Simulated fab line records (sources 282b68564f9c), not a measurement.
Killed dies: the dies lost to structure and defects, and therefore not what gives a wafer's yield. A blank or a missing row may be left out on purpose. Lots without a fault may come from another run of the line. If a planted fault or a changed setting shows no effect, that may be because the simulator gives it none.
Problem report in the 8D (eight disciplines) form, filled by code	flow rit_cmos	the parts of the form that need people (team, actions taken, sign-off) are left out

== 1. THE PROBLEM ==
Mean of killed_at_front_end at RIT_M1_PROBE_99: 36 over 3 wafers from 1 lot, against 7 (standard deviation 3.2) on wafers with no fault. Measured from the usual mean, that is +9.2 standard deviations.
Seen first at day 6 03:29 on prober-02, wafer L683.3. The record has a number at this step for 39 wafers belonging to 13 lots. Rule for "out", or "out of limits": more than 4 standard deviations from the usual mean. The other wafers with a number count as sound.

== 2. WHAT IT IS, WHAT IT ISN'T ==
question	is	is not
which readings at this step	killed_at_front_end, killed_dies	killed_at_contacts, killed_open, killed_short
which lots	L683	L672, L673, L674, L675, L676, L677, L678, L679, L680, L681, L692, L693
which wafers of those lots	all that have a number	-
read on which tools	prober-02	prober-01
when	from day 6 03:29	up to then (30 sound wafers); but 6 sound wafers of L692, L693 came after

== 3. SUSPECTS, AND WHAT RULES EACH OUT ==
Counting: a tool stays on the suspect list if, at a process step up to the reading, it processed all lots that are out and no sound lot following the first of them.
- wet_bench-01 at RIT_FOX2_WET_ETCH_03 (etches Si3N4 in H3PO4, target depth 195 nm, time 2659 s): kept. It ran the lot that is out, L683 (day 4 09:15), and no sound lot after that; its last sound lot up to then is L679 (day 3 18:39).
- litho_track-03 at RIT_GATE_SOFTBAKE_12 (time 61.13 s): kept. It ran the lot that is out, L683 (day 5 04:44), and no sound lot after that; its last sound lot up to then is L680 (day 4 15:50).
- plasma_asher-04 at RIT_PSD_STRIP_09 (strips in O2, time 180 s): ruled out as a lasting fault. Sound lots L693 ran on it after its first lot that is out, L683 (day 5 18:41).
- prober-02 at RIT_M1_PROBE_99: ruled out as a lasting fault. Sound lots L693 ran on it after its first lot that is out, L683 (day 6 03:29).
The count leaves litho_track-03 at RIT_GATE_SOFTBAKE_12 and wet_bench-01 at RIT_FOX2_WET_ETCH_03.

== 4. THE CAUSE (what the simulator had put in) ==
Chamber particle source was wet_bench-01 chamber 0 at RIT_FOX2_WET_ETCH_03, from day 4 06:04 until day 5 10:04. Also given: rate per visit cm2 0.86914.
Counting left 2 suspects, and this tool is among them.

== 5. THE CHAIN OF EFFECTS, in route order ==
One row per reading whose mean, taken over the struck wafers that have a number, lies over 3 standard deviations from the usual. Scope: only readings with a usual standard deviation given in the record; hours: median across lots of the time from each lot's start at the first step in this table that gives one to its start at this step; sigmas: change in usual standard deviations.
hours	step	reading	usual	on struck wafers	change	sigmas
0	RIT_M1_PROBE_99	killed_at_front_end	7	36	+29	+9.2
0	RIT_M1_PROBE_99	killed_dies	7	36	+29	+9.2
The process steps in it:
- RIT_M1_PROBE_99

== 6. WHAT WOULD HAVE CAUGHT IT SOONER ==
45 hours passed between the start of the fault at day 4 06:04 and the first reading out of limits in this record, taken at day 6 03:29.
By day 6 03:29 the whole set of lots that are out, 1 in number, had already begun RIT_FOX2_WET_ETCH_03 on wet_bench-01. Holding the tool at that point would not have protected any of them.
